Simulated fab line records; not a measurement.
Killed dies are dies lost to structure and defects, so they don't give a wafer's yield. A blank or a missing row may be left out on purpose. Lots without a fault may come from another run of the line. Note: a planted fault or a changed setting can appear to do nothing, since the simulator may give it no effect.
fab line records ; flow rit-cmos
record lots=6; wafers=18; last-day=7
route steps=202 shown FOX2@24 NWELL@28 PWELL@39 M1@202
lots untouched by any fault: they come from a run of this same line in which no faults occurred
start-h: start of the lot's first displayed wafer, in hours after the record's first day ; wait-h: how many hours have passed since the lot's step before this one ; " as in the row above ; L1.1+2: a single row standing in for several wafers ; - no value, or no start given ; * or withheld: withheld ; < > ~ a bound
route shown NAME@n: a module of which the file shows steps, and the number in the route of the first ; usual: mean and standard deviation over wafers with no fault ; same: alike in all rows ; chamber/n: place in a boat ; sites: per-site readings ; _std_site: the standard deviation of these ; _edge_site: mean of outer sites minus mean of inner sites ; radius-mm: for every site, how far away it sits from the centre of the wafer ; mask NAME#n: copy n ; behind: tool/chamber where the wafer was last shaped ; hold: cause of the lot's hold/its duration in hours/its outcome ; device: whichever transistor did not switch (one of n, p or np) ; end of line: the route-end tests of the same wafers ; a step without rows: its recipe alone ; killed: not the wafer's yield, but the dies lost to structure and defects at the first sort ; map: a wafer's dies, marking killed ones x, the rest . and places with no die _
set.NAME: the setting the step ran with; set.NAME@STEP: the setting that earlier step ran with ; model.NAME: the simulator's own value behind a step, which no gauge read
lots at selected steps of the route; one table per step, one row per wafer
services: a tool's chamber out of use, with start hour (start-h, from the record's first day; less than 0 if before it), hours out, and reason
## steps
# step RIT_FOX2_THK_MEAS_01
# recipe reads=SiO2_of_FOX2_OXIDATION_00
# usual FOX2_OXIDE_THK=352/5.5
lot.wafer;tool;chamber;start-h;wait-h;FOX2_OXIDE_THK[nm]
L273.1;film-metro-04;-;26.46;0.0;356
L273.3;film-metro-04;-;26.46;0.0;343
L273.4;film-metro-04;-;26.46;0.0;351
L276.1;film-metro-04;-;42.08;0.0;350
L276.3;film-metro-04;-;42.08;0.0;357
L276.6;film-metro-04;-;42.08;0.0;350
L282.3;film-metro-01;-;74.93;0.0;359
L282.5;film-metro-01;-;74.93;0.0;354
L282.6;film-metro-01;-;74.93;0.0;358
L283.3;film-metro-01;-;79.26;0.0;362
L283.4;film-metro-01;-;79.26;0.0;361
L283.6;film-metro-01;-;79.26;0.0;362
L289.1;film-metro-01;-;106.54;0.0;342
L289.4;film-metro-01;-;106.54;0.0;345
L289.6;film-metro-01;-;106.54;0.0;352
L295.1;film-metro-01;-;138.61;0.0;355
L295.5;film-metro-01;-;138.61;0.0;353
L295.6;film-metro-01;-;138.61;0.0;352
# step RIT_FOX2_CLEAN_02
# recipe chemistry=dHF; dilution=50:1; time-s=180
# step RIT_FOX2_WET_ETCH_03
# recipe chemistry=H3PO4; target=Si3N4; target-depth-nm=195; temp-c=165; time-s=2700
# step RIT_FOX2_THK_MEAS_90
# recipe reads=SiO2_of_FOX2_OXIDATION_00
# usual FIELD_OXIDE_LEFT_1_THK=325/5.6
lot.wafer;tool;chamber;start-h;wait-h;FIELD_OXIDE_LEFT_1_THK[nm]
L273.1;film-metro-01;-;27.45;0.0;328
L273.3;film-metro-01;-;27.45;0.0;315
L273.4;film-metro-01;-;27.45;0.0;324
L276.1;film-metro-04;-;42.96;0.0;323
L276.3;film-metro-04;-;42.96;0.0;329
L276.6;film-metro-04;-;42.96;0.0;323
L282.3;film-metro-02;-;75.88;0.0;332
L282.5;film-metro-02;-;75.88;0.0;327
L282.6;film-metro-02;-;75.88;0.0;330
L283.3;film-metro-01;-;80.14;0.0;334
L283.4;film-metro-01;-;80.14;0.0;333
L283.6;film-metro-01;-;80.14;0.0;334
L289.1;film-metro-02;-;107.42;0.0;315
L289.4;film-metro-02;-;107.42;0.0;318
L289.6;film-metro-02;-;107.42;0.0;325
L295.1;film-metro-01;-;139.54;0.0;328
L295.5;film-metro-01;-;139.54;0.0;325
L295.6;film-metro-01;-;139.54;0.0;325
# step RIT_NWELL_HMDS_00
# recipe prime-time-s=60; prime-temp-c=140
# step RIT_NWELL_COAT_01
# recipe resist=NOVOLAK; spin-rpm=2000; resist-thk-nm=1300
# step RIT_NWELL_SOFTBAKE_02
# recipe resist=NOVOLAK; temp-c=90; time-s=60
# step RIT_NWELL_EXPOSE_03
# recipe mask-id=M2; na=0.57; target-cd-nm=43900; dose-mj=250
# step RIT_NWELL_PEB_04
# recipe resist=NOVOLAK; temp-c=withheld; time-s=withheld
# step RIT_NWELL_DEVELOP_05
# recipe resist=NOVOLAK; develop-time-s=68; dev-temp-c=23
# step RIT_NWELL_OVL_MEAS_06
# usual NWELL_OVL=0.6/1.5
lot.wafer;tool;chamber;start-h;wait-h;NWELL_OVL[nm]
L273.1;overlay-02;-;28.39;-;2.8
L273.3;overlay-02;-;28.39;-;2.4
L273.4;overlay-02;-;28.39;-;2.9
L276.1;overlay-02;-;44.02;-;1.5
L276.3;overlay-02;-;44.02;-;0.4
L276.6;overlay-02;-;44.02;-;-0.1
L282.3;overlay-01;-;76.94;-;1.2
L282.5;overlay-01;-;76.94;-;1.0
L282.6;overlay-01;-;76.94;-;-0.3
L283.3;overlay-01;-;81.07;-;-2.8
L283.4;overlay-01;-;81.07;-;-0.7
L283.6;overlay-01;-;81.07;-;-0.4
L289.1;overlay-02;-;108.36;-;0.2
L289.4;overlay-02;-;108.36;-;0.6
L289.6;overlay-02;-;108.36;-;0.4
L295.1;overlay-01;-;140.48;-;0.9
L295.5;overlay-01;-;140.48;-;0.7
L295.6;overlay-01;-;140.48;-;0.0
# step RIT_NWELL_HARDBAKE_07
# recipe resist=NOVOLAK; temp-c=140; time-s=120
# step RIT_NWELL_IMPLANT_08
# recipe species=P; energy-kev=170; dose-cm2=5e+13; tilt-deg=7
# usual beam-energy-keV=170.01/0.044; beam-on-s=10.01/0.2
lot.wafer;tool;chamber;start-h;wait-h;beam-energy-keV;beam-on-s;model.implant.rp-nm;model.implant.drp-nm
L273.1;implanter-01;0;28.68;0.2;170.01;10.07;215.7;68.82
L273.3;implanter-01;0;28.68;0.2;170.02;9.66;215.7;68.82
L273.4;implanter-01;0;28.68;0.2;170.08;10.03;215.7;68.82
L276.1;implanter-04;0;44.31;0.2;170.00;9.83;219.7;68.82
L276.3;implanter-04;0;44.31;0.2;170.02;9.95;219.7;68.82
L276.6;implanter-04;0;44.31;0.2;170.01;10.10;219.7;68.82
L282.3;implanter-04;0;77.26;0.2;153.05;9.96;191.9;63.67
L282.5;implanter-04;0;77.26;0.2;153.05;10.01;191.9;63.67
L282.6;implanter-04;0;77.26;0.2;153.04;10.07;191.9;63.67
L283.3;implanter-04;0;81.39;0.2;152.94;10.26;193.2;63.67
L283.4;implanter-04;0;81.39;0.2;153.01;9.80;193.2;63.67
L283.6;implanter-04;0;81.39;0.2;153.08;9.96;193.2;63.67
L289.1;implanter-02;0;108.65;0.2;169.90;9.83;207.7;68.82
L289.4;implanter-02;0;108.65;0.2;170.02;10.16;207.7;68.82
L289.6;implanter-02;0;108.65;0.2;170.00;9.75;207.7;68.82
L295.1;implanter-02;0;140.77;0.2;170.00;9.97;215.2;68.82
L295.5;implanter-02;0;140.77;0.2;169.92;10.12;215.2;68.82
L295.6;implanter-02;0;140.77;0.2;169.98;10.23;215.2;68.82
# step RIT_NWELL_STRIP_09
# recipe chemistry=O2; time-s=180; resist=NOVOLAK; platen-temp-c=withheld; power-w=500; pressure-mtorr=4000; o2-flow-sccm=4000
# usual drypump-motor-current-A=5.8/0.37
lot.wafer;tool;chamber;start-h;wait-h;drypump-motor-current-A;rf-hours-counter-h
L273.1;plasma-asher-04;1;28.83;0.1;5.7;40
L273.3;plasma-asher-04;0;28.83;0.1;6.4;-
L273.4;plasma-asher-04;1;28.83;0.1;5.7;-
L276.1;plasma-asher-04;1;44.46;0.1;5.7;42
L276.3;plasma-asher-04;0;44.46;0.1;6.4;-
L276.6;plasma-asher-04;0;44.46;0.1;6.4;-
L282.3;plasma-asher-03;1;77.42;0.1;5.2;-
L282.5;plasma-asher-03;1;77.42;0.1;5.2;-
L282.6;plasma-asher-03;0;77.42;0.1;5.8;-
L283.3;plasma-asher-04;1;81.55;0.1;5.7;-
L283.4;plasma-asher-04;0;81.55;0.1;6.4;-
L283.6;plasma-asher-04;1;81.55;0.1;5.8;-
L289.1;plasma-asher-04;0;108.80;0.1;6.4;49
L289.4;plasma-asher-04;1;108.80;0.1;5.7;-
L289.6;plasma-asher-04;0;108.80;0.1;6.4;-
L295.1;plasma-asher-02;1;140.92;0.1;5.7;36
L295.5;plasma-asher-02;1;140.92;0.1;5.7;-
L295.6;plasma-asher-02;0;140.92;0.1;6.2;-
# step RIT_NWELL_TW_MEAS_10
# usual NWELL_TW=2154/14
lot.wafer;tool;chamber;start-h;wait-h;NWELL_TW
L273.1;film-metro-02;-;29.00;0.1;2137
L273.3;film-metro-02;-;29.00;0.1;2136
L273.4;film-metro-02;-;29.00;0.1;2135
L276.1;film-metro-02;-;44.63;0.1;2142
L276.3;film-metro-02;-;44.63;0.1;2147
L276.6;film-metro-02;-;44.63;0.1;2141
L282.3;film-metro-02;-;77.56;0.1;2101
L282.5;film-metro-02;-;77.56;0.1;2094
L282.6;film-metro-02;-;77.56;0.1;2094
L283.3;film-metro-02;-;81.69;0.1;2100
L283.4;film-metro-02;-;81.69;0.1;2089
L283.6;film-metro-02;-;81.69;0.1;2092
L289.1;film-metro-02;-;108.97;0.1;2140
L289.4;film-metro-02;-;108.97;0.1;2140
L289.6;film-metro-02;-;108.97;0.1;2135
L295.1;film-metro-02;-;141.09;0.1;2150
L295.5;film-metro-02;-;141.09;0.1;2155
L295.6;film-metro-02;-;141.09;0.1;2157
# step RIT_PWELL_HMDS_00
# recipe prime-time-s=60; prime-temp-c=140
# step RIT_M1_PROBE_99
# usual killed-at-contacts=0.0/0.22; killed-at-front-end=6.5/2.8; killed-dies=6.5/2.8; killed-open=3.2/1.8; killed-short=3.3/2
# same gross-dies=264; killed_at_M0_to_M3=0; killed_at_M4_up=0; killed-at-back-side=0; killed-at-other=0
lot.wafer;tool;chamber;start-h;wait-h;killed-at-contacts;killed-at-front-end;killed-dies;killed-open;killed-short;model.etest.field-p-metal.vt-v;model.etest.field-p.vt-v;model.etest.pmos-narrow.vt-less-v
L273.1;prober-02;-;71.71;0.1;0;3;3;2;1;-28.5;-12.78;0.02213
L273.3;prober-02;-;71.81;0.2;0;5;5;3;2;-29.56;-12.88;0.01969
L273.4;prober-02;-;71.86;0.2;0;8;8;1;7;-29.68;-12.84;0.02397
L276.1;prober-02;-;83.06;0.1;0;6;6;3;3;-30.2;-13.12;0.02129
L276.3;prober-02;-;83.16;0.2;0;7;7;0;7;-29.41;-13.08;0.02523
L276.6;prober-02;-;83.31;0.2;0;4;4;3;1;-30.62;-13.09;0.02062
L282.3;prober-01;-;114.45;0.2;0;9;9;3;6;-26.84;-11.92;0.02469
L282.5;prober-01;-;114.55;0.2;0;9;9;3;6;-26.84;-11.8;0.02418
L282.6;prober-01;-;114.60;0.2;0;12;12;8;4;-27.31;-11.88;0.02525
L283.3;prober-02;-;122.25;0.2;0;8;8;2;6;-26.96;-11.89;0.0274
L283.4;prober-02;-;122.30;0.2;0;5;5;3;2;-27.11;-11.8;0.02483
L283.6;prober-02;-;122.40;0.2;0;13;13;4;9;-27.02;-11.74;0.0255
L289.1;prober-02;-;151.59;0.1;1;4;5;3;2;-29.23;-12.26;0.02089
L289.4;prober-02;-;151.74;0.2;0;5;5;3;2;-29.45;-12.31;0.02334
L289.6;prober-02;-;151.84;0.2;0;9;9;3;6;-28.57;-12.32;0.02094
L295.1;prober-02;-;177.53;0.1;0;3;3;1;2;-28.98;-12.79;0.01987
L295.5;prober-02;-;177.73;0.2;0;3;3;2;1;-29.26;-12.79;0.02424
L295.6;prober-02;-;177.78;0.2;0;11;11;8;3;-29.89;-12.75;0.01807
# killed by level:class
L273.1 FOX1:geometric-particle:open=1 REOX:geometric-particle:open=1 SILICIDE:geometric-particle:short=1
L273.3 GATE:geometric-particle:open=2 FOX2:geometric-particle:short=1 SILICIDE:geometric-particle:open=1 SILICIDE:geometric-particle:short=1
L273.4 GATE:geometric-particle:short=4 FOX1:geometric-particle:short=2 GATE:geometric-particle:open=1 SILICIDE:geometric-particle:short=1
L276.1 GATE:geometric-particle:open=1 GATE:geometric-particle:short=1 REOX:geometric-particle:open=1 SPACER:geometric-particle:open=1 SPACER:geometric-particle:short=1 SILICIDE:geometric-particle:short=1
L276.3 GATE:geometric-particle:short=4 FOX1:geometric-particle:short=1 FOX2:geometric-particle:short=1 REOX:geometric-particle:short=1
L276.6 GATE:geometric-particle:open=2 FOX2:geometric-particle:open=1 SILICIDE:geometric-particle:short=1
L282.3 GATE:geometric-particle:open=3 GATE:geometric-particle:short=2 SILICIDE:geometric-particle:short=2 REOX:geometric-particle:short=1 SPACER:geometric-particle:short=1
L282.5 GATE:geometric-particle:short=4 GATE:geometric-particle:open=2 FOX1:geometric-particle:short=1 REOX:geometric-particle:short=1 SILICIDE:geometric-particle:open=1
L282.6 GATE:geometric-particle:open=3 FOX1:geometric-particle:short=2 FOX2:geometric-particle:open=2 GATE:geometric-particle:short=2 REOX:geometric-particle:open=2 SPACER:geometric-particle:open=1
L283.3 GATE:geometric-particle:short=3 SPACER:geometric-particle:open=2 FOX2:geometric-particle:short=1 REOX:geometric-particle:short=1 SILICIDE:geometric-particle:short=1
L283.4 FOX2:geometric-particle:open=1 FOX2:geometric-particle:short=1 GATE:geometric-particle:open=1 GATE:geometric-particle:short=1 REOX:geometric-particle:open=1
L283.6 GATE:geometric-particle:short=3 REOX:geometric-particle:short=3 GATE:geometric-particle:open=2 SPACER:geometric-particle:short=2 SPACER:geometric-particle:open=2 SILICIDE:geometric-particle:short=1
L289.1 GATE:geometric-particle:open=1 REOX:geometric-particle:open=1 SPACER:geometric-particle:short=1 SILICIDE:geometric-particle:open=1 CONTACT:geometric-particle:short=1
L289.4 GATE:geometric-particle:open=3 GATE:geometric-particle:short=1 SILICIDE:geometric-particle:short=1
L289.6 GATE:geometric-particle:short=4 FOX1:geometric-particle:short=1 FOX1:geometric-particle:open=1 GATE:geometric-particle:open=1 REOX:geometric-particle:open=1 REOX:geometric-particle:short=1
L295.1 GATE:geometric-particle:open=1 GATE:geometric-particle:short=1 SPACER:geometric-particle:short=1
L295.5 GATE:geometric-particle:open=1 GATE:geometric-particle:short=1 SILICIDE:geometric-particle:open=1
L295.6 SPACER:geometric-particle:open=4 GATE:geometric-particle:short=2 GATE:geometric-particle:open=2 FOX1:geometric-particle:open=1 SILICIDE:geometric-particle:short=1 SILICIDE:geometric-particle:open=1
## services
tool;chamber;start-h;hours;kind
plasma-asher-04;-;13.78;1.1;repair
implanter-02;-;19.99;3.6;pm
implanter-02;-;36.59;2.3;repair
plasma-asher-02;-;38.91;2.8;pm
implanter-02;-;55.93;1.3;repair
implanter-01;-;78.59;2.9;repair
plasma-asher-03;-;102.96;1.5;repair
implanter-04;-;105.12;3.6;repair
plasma-asher-02;-;119.58;1.3;repair
implanter-04;-;125.82;2.4;pm
## key
first-sign step=RIT_NWELL_IMPLANT_08; reading=beam-energy-keV; direction=down; sigmas=99+; usual=170.01; struck=153.03
effect step=RIT_NWELL_TW_MEAS_10; reading=NWELL_TW; direction=down; sigmas=4.3; usual=2154; struck=2095
model-effect step=RIT_NWELL_IMPLANT_08; value=implant.rp-nm; without=214.7; struck=192.5
model-effect step=RIT_M1_PROBE_99; value=etest.field-p-metal.vt-v; without=-28.99; struck=-27.01
met-at RIT_NWELL_IMPLANT_08
struck-wafers L282.3,L282.5,L282.6,L283.3,L283.4,L283.6
tester-left-out L282,L283
onset-between 44.31 77.26
fault kind=process-parameter-drift; tool=implanter-04; chamber=-; onset-h=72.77; steps=RIT_NWELL_IMPLANT_08; channel=energy-kev; offset=-17; shape=step; end-h=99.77; acts-in=these-recipes-only; stated=170
# tester-left-out: of these lots the tester's yield and bins aren't shown, on N5 and GAA mostly nor the transistor test; their killed dies are dies lost to structure and defects alone, not to doping, threshold or leakage, so they don't give the yield
